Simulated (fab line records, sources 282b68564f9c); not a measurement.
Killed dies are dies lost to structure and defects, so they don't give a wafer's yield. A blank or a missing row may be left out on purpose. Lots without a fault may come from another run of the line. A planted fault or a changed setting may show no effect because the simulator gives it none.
A struck lot beside a sound one | flow rit_cmos | 16 steps out of a route of 202
Sound: wafers L390.3, L390.4, L390.5. Struck: wafers L405.1, L405.3, L405.5. The cause comes at the end.
At each step with rows: each side's tool, then ch and its chambers, then its first start. Under that, the readings that differ: sound wafers | struck wafers | difference of the means | sigmas: that difference in standard deviations of wafers without a fault.
alike: readings whose means differ by less than 2 such deviations, and words and numbers that are the same on both sides. not compared: withheld readings, readings that some wafer has no value for, bounds like >300 that may hide the same value, and numbers for which the record gives no deviation and whose values overlap.
The two part at a step that has a row with sigmas, a row that says differs or no value, or rows on one side only. Numbers that don't overlap but have no deviation are shown without sigmas and don't part them. A reading that every wafer of one side lacks parts them only if that side has two wafers or more.

RIT_GATE_THK_MEAS_07:
  sound on film_metro-01, day 2 20:18; struck on film_metro-02, day 5 22:49
  alike: GATE_OXIDE_THK
then, 1 step without rows for these wafers: RIT_GATE_CVD_08 (deposits poly-Si from SiH4, target thk 250 nm, time 2220 s).
RIT_GATE_THK_MEAS_09:
  sound on film_metro-02, day 2 21:59; struck on film_metro-01, day 6 00:29
  alike: GATE_POLY_THK
then, 6 steps without rows for these wafers: RIT_GATE_HMDS_10 (prime time 60 s); RIT_GATE_COAT_11 (resist thk 850 nm); RIT_GATE_SOFTBAKE_12 (time 60 s); RIT_GATE_EXPOSE_13 (exposes mask M6, target cd 150 nm); RIT_GATE_PEB_14; RIT_GATE_DEVELOP_15 (develop time 51.25 s).
RIT_GATE_CD_MEAS_16: target cd 150 nm.
  sound on cd_sem-01, day 2 23:02; struck on cd_sem-02, day 6 01:24
  reading    | sound       | struck      | difference | sigmas
  cd_nm (nm) | 153 150 150 | 143 143 144 | -8         | -2
RIT_GATE_OVL_MEAS_17:
  sound on overlay-01, day 2 23:08; struck on overlay-01, day 6 01:31
  alike: GATE_OVL
then, 1 step without rows for these wafers: RIT_GATE_HARDBAKE_18 (time 60 s).
RIT_GATE_ETCH_19: etches poly-Si in SF6/CHF3/O2, stops on SiO2, time 165 s, target depth 312.5 nm.
  sound on rie_si-01 ch 0,3, day 2 23:18; struck on rie_si-02 ch 0,2, day 6 01:43
  no value came back on the struck wafers for any of 6 readings (CHF3_flow_sccm (sccm), O2_flow_sccm (sccm) and others); on the sound wafers CHF3_flow_sccm (sccm) reads 30.03 29.86 29.97
  reading                                     | sound             | struck            | difference | sigmas
  model.NOVOLAK_of_GATE_COAT_11.thk_nm (nm)   | 672.5 670.2 672.5 | 748.7 746.1 747.5 | +75.7      |
  model.SiO2_of_FOX2_OXIDATION_00.thk_nm (nm) | 239.4 235.7 237.5 | 255.5 258.5 251.6 | +17.7      |
  not compared: rf_hours_counter_h
RIT_GATE_STRIP_20: strips in O2, time 180 s.
  sound on plasma_asher-02 ch 0,1, day 2 23:28; struck on plasma_asher-02 ch 0, day 6 01:49
  alike: drypump_motor_current_A
  not compared: rf_hours_counter_h
RIT_GATE_CD_MEAS_90: target cd 150 nm.
  sound on cd_sem-01, day 2 23:37; struck on cd_sem-02, day 6 01:59
  reading    | sound       | struck | difference                    | sigmas
  cd_nm (nm) | 153 150 150 | - - -  | no value on the struck wafers |
RIT_M1_PROBE_99:
  the record has rows for the struck wafers here (prober-01, day 7 00:21) and none for the sound ones

WHERE THEY PART
First at RIT_GATE_CD_MEAS_16; last, within this record, at RIT_M1_PROBE_99.

WHY: what the simulator had put in
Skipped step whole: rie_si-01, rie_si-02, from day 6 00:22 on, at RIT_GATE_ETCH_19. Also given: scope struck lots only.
